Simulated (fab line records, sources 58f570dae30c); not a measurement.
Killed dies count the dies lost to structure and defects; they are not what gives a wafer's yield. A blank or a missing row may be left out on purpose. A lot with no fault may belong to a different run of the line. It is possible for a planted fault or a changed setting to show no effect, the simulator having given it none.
Chamber matching    flow berkeley_cmos170    rie_si-02 running UCB170_GATE_ETCH_15: 4 sister chambers
The step etches poly-Si in HBr/Cl2, stops on SiO2, time 56.3 s, target depth 278.2 nm. 4 wafers are shown with their chamber, then 8 later ones without.

WAFERS, EACH WITH ITS CHAMBER
wafer   chamber  drypump_motor_current_A (A)
L900.4  2        5.1
L901.2  0        5.9
L901.6  3        5.7
L904.2  1        6.5

WAFERS WHOSE CHAMBER IS MISSING
wafer   drypump_motor_current_A (A)
L904.4  5.2
L904.5  5.1
L908.1  5.9
L908.3  5.6
L908.6  5.6
L911.3  6.5
L911.4  5.6
L911.6  5.9

WHICH CHAMBER EACH ONE RAN IN
wafer   from the rows above  in truth
L904.4  2                    2
L904.5  2                    2
L908.1  0                    0
L908.3  3                    3
L908.6  3                    3
L911.3  1                    1
L911.4  3                    3
L911.6  0                    0
Correctly placed: 8 of 8. Not placeable from these rows: 0. 0 placed wrongly.
How it was worked out, from the rows above alone: a wafer's distance from a chamber is the root of the sum, over the readings, of the square of ((its reading less the chamber's mean) divided by the reading's scatter). If the next closest chamber is less than 2 further off than the closest, the wafer can't be placed; otherwise it belongs to the closest. For every chamber, the mean is computed from those of its wafers that are shown. The scatter: with one shown wafer a chamber, the root of the mean of the squares of how far each hidden wafer lies from its nearest shown one.
